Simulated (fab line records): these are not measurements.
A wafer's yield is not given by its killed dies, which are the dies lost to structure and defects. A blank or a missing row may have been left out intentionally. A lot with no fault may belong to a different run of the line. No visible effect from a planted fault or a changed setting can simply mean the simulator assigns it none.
Which of the tools did it? ; flow berkeley-cmos170 ; 14 lots with 42 wafers sampled at 5 steps, on a route of 331 steps

WHAT EACH GAUGE READ, for each wafer
UCB170_SILICIDE_THK_MEAS_03: measures by xrf. Usual: SILICIDE_TI_THK typically reads 30.2 nm, with standard deviation 0.42.
lot;measured;on;SILICIDE_TI_THK (nm);flag
L557;day 6 19:43;film-metro-02;30.9 30.7 30.7;
L559;day 7 16:20;film-metro-02;31.4 30.6 31.0;
L560;day 7 16:30;film-metro-04;30.1 29.9 29.7;
L558;day 7 16:54;film-metro-04;29.8 29.3 30.0;
L561;day 8 02:50;film-metro-04;29.4 29.7 29.3;
L563;day 8 11:47;film-metro-01;29.5 29.7 29.5;
L565;day 8 19:34;film-metro-01;29.9 30.0 30.0;
L568;day 9 10:05;film-metro-02;30.2 30.4 30.2;
L567;day 9 10:37;film-metro-04;29.9 30.2 30.4;
L573;day 10 13:12;film-metro-02;30.5 30.5 30.7;
L575;day 10 13:38;film-metro-02;29.8 30.4 30.4;
L574;day 10 13:44;film-metro-01;30.3 30.3 30.0;
L576;day 11 17:16;film-metro-02;30.4 29.9 29.8;
L577;day 11 17:44;film-metro-01;30.2 29.7 30.1;

UCB170_M1_RS_MEAS_01: the measuring method here is four-point-probe. Usual: M1_AL_RS typically reads 0.0484 ohm/sq, with standard deviation 0.00046.
lot;measured;on;M1_AL_RS (ohm/sq);flag
L557;day 7 02:41;film-metro-01;0.0480 0.0482 0.0483;
L559;day 7 22:11;film-metro-03;0.0483 0.0493 0.0485;
L560;day 7 22:42;film-metro-04;0.0486 0.0484 0.0480;
L558;day 7 22:30;film-metro-04;0.0478 0.0482 0.0479;
L561;day 8 09:44;film-metro-04;0.0491 0.0491 0.0494;
L563;day 8 16:31;film-metro-04;0.0491 0.0490 0.0489;
L565;day 9 00:31;film-metro-01;0.0480 0.0481 0.0483;
L568;day 9 15:34;film-metro-04;0.0485 0.0480 0.0486;
L567;day 9 18:06;film-metro-04;0.0484 0.0478 0.0473;
L573;day 10 18:16;film-metro-03;0.0515 0.0512 0.0515;OFF
L575;day 10 19:31;film-metro-03;0.0489 0.0482 0.0489;
L574;day 10 20:01;film-metro-01;0.0515 0.0511 0.0516;OFF
L576;day 11 23:22;film-metro-03;0.0487 0.0489 0.0488;
L577;day 11 23:36;film-metro-04;0.0486 0.0492 0.0502;

UCB170_M1_THK_MEAS_02: measures by xrf. Usual: M1_AL_THK typically reads 587 nm, with standard deviation 6.5.
lot;measured;on;M1_AL_THK (nm);flag
L557;day 7 02:48;film-metro-01;596 598 591;
L559;day 7 22:18;film-metro-03;593 584 594;
L560;day 7 22:49;film-metro-04;585 587 590;
L558;day 7 22:35;film-metro-04;592 593 589;
L561;day 8 09:51;film-metro-04;575 577 575;
L563;day 8 16:37;film-metro-04;575 579 578;
L565;day 9 00:36;film-metro-01;592 586 587;
L568;day 9 15:41;film-metro-04;586 597 584;
L567;day 9 18:13;film-metro-04;588 592 597;
L573;day 10 18:23;film-metro-03;552 553 550;OFF
L575;day 10 19:38;film-metro-03;579 591 581;
L574;day 10 20:08;film-metro-01;554 557 556;OFF
L576;day 11 23:29;film-metro-03;589 585 587;
L577;day 11 23:43;film-metro-04;578 573 563;

WHAT TOOL EACH LOT RAN ON (gives the tool, then ch and the chambers of the sampled wafers, and finally the start)
lot;UCB170_SDANNEAL_RTA_01;UCB170_M1_SPUTTER_00
L557;rtp-anneal-02 ch 0, day 6 18:57;pvd-sputter-04, day 7 02:37
L559;rtp-anneal-01 ch 0, day 7 15:34;pvd-sputter-04, day 7 22:07
L560;rtp-anneal-02 ch 0, day 7 15:45;pvd-sputter-03, day 7 22:38
L558;rtp-anneal-01 ch 0, day 7 16:06;pvd-sputter-02, day 7 22:23
L561;rtp-anneal-02 ch 0, day 8 02:05;pvd-sputter-03, day 8 09:40
L563;rtp-anneal-01 ch 0, day 8 11:02;pvd-sputter-04, day 8 16:26
L565;rtp-anneal-01 ch 0, day 8 18:49;pvd-sputter-04, day 9 00:23
L568;rtp-anneal-02 ch 0, day 9 09:20;pvd-sputter-03, day 9 15:29
L567;rtp-anneal-02 ch 0, day 9 09:51;pvd-sputter-02, day 9 18:01
L573;rtp-anneal-01 ch 0, day 10 12:27;pvd-sputter-04, day 10 18:12
L575;rtp-anneal-02 ch 0, day 10 12:48;pvd-sputter-03, day 10 19:28
L574;rtp-anneal-01 ch 0, day 10 12:58;pvd-sputter-04, day 10 19:57
L576;rtp-anneal-01 ch 0, day 11 16:30;pvd-sputter-02, day 11 23:18
L577;rtp-anneal-02 ch 0, day 11 16:55;pvd-sputter-02, day 11 23:32
- UCB170_SDANNEAL_RTA_01: time 5 s.
- UCB170_M1_SPUTTER_00: material Al, target thk 600 nm, time 80 s.

AS READ BY THE TOOLS THEMSELVES (means over the sampled wafers that have a number; for cases with no such wafer, the mark the record gives instead)
UCB170_SDANNEAL_RTA_01. Usual: lamp-power-pct 35.9 %, standard deviation 0.86; wafer_temp_C_max 1053.6, standard deviation 0.92.
lot;tool;lamp-power-pct (%);wafer_temp_C_max;flag
L557;rtp-anneal-02;35.1;1054.1;
L559;rtp-anneal-01;36.8;1053.5;
L560;rtp-anneal-02;35.1;1054.3;
L558;rtp-anneal-01;36.8;1053.0;
L561;rtp-anneal-02;35.1;1054.5;
L563;rtp-anneal-01;36.8;1053.2;
L565;rtp-anneal-01;36.8;1053.5;
L568;rtp-anneal-02;35.1;1054.2;
L567;rtp-anneal-02;35.0;1054.4;
L573;rtp-anneal-01;36.8;1052.6;
L575;rtp-anneal-02;35.1;1054.6;
L574;rtp-anneal-01;36.7;1053.1;
L576;rtp-anneal-01;36.8;1052.6;
L577;rtp-anneal-02;35.0;1053.5;

UCB170_M1_SPUTTER_00. Usual: cathode-dc-power-W 6000.0 W, standard deviation 0.94; throttle-valve-pct 30.3 %, standard deviation 0.94.
lot;tool;cathode-dc-power-W (W);throttle-valve-pct (%);flag
L557;pvd-sputter-04;6001.3;30.4;
L559;pvd-sputter-04;5999.7;30.3;
L560;pvd-sputter-03;6000.1;30.6;
L558;pvd-sputter-02;5999.5;30.3;
L561;pvd-sputter-03;6000.5;30.3;
L563;pvd-sputter-04;6000.2;30.3;
L565;pvd-sputter-04;5999.0;30.4;
L568;pvd-sputter-03;5999.8;30.9;
L567;pvd-sputter-02;6000.4;30.1;
L573;pvd-sputter-04;5999.6;30.9;
L575;pvd-sputter-03;6000.4;31.8;
L574;pvd-sputter-04;6000.5;30.7;
L576;pvd-sputter-02;6000.1;29.9;
L577;pvd-sputter-02;6001.5;30.2;

THE ANSWER, worked out from the rows above alone
Rule: a lot is off if the mean of its wafers that have a number lies more than 3 standard deviations from the usual mean. Also off: a lot with no number at a reading for which 4 or more lots have one. Any other lot the step has rows for is counted as sound. After the gauges, taken in route order, come the tools' own readings; for these a lot's mean is taken, as printed above. At the first step where some lot is off, the reading lying furthest off is the one used; lots without a number count as furthest.
Off: L573, L574, seen at UCB170_M1_RS_MEAS_01 (M1_AL_RS).
If a tool, at a process step before that reading, ran all the lots that are off and no sound lot after the first of them, it fits. Those tools and the gauges at UCB170_M1_RS_MEAS_01 are tried in the same way. One fits: UCB170_M1_SPUTTER_00 on pvd-sputter-04. A fault onset in the window from L565 (day 9 00:23, its last sound lot) to L573 (day 10 18:12, its first lot off) fits.

WHAT THE SIMULATOR HAD INSERTED
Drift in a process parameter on pvd-sputter-04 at UCB170_M1_SPUTTER_00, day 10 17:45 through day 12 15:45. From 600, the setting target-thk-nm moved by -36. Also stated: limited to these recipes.
Struck lots among those shown: L573, L574. The same result came from the rule above.
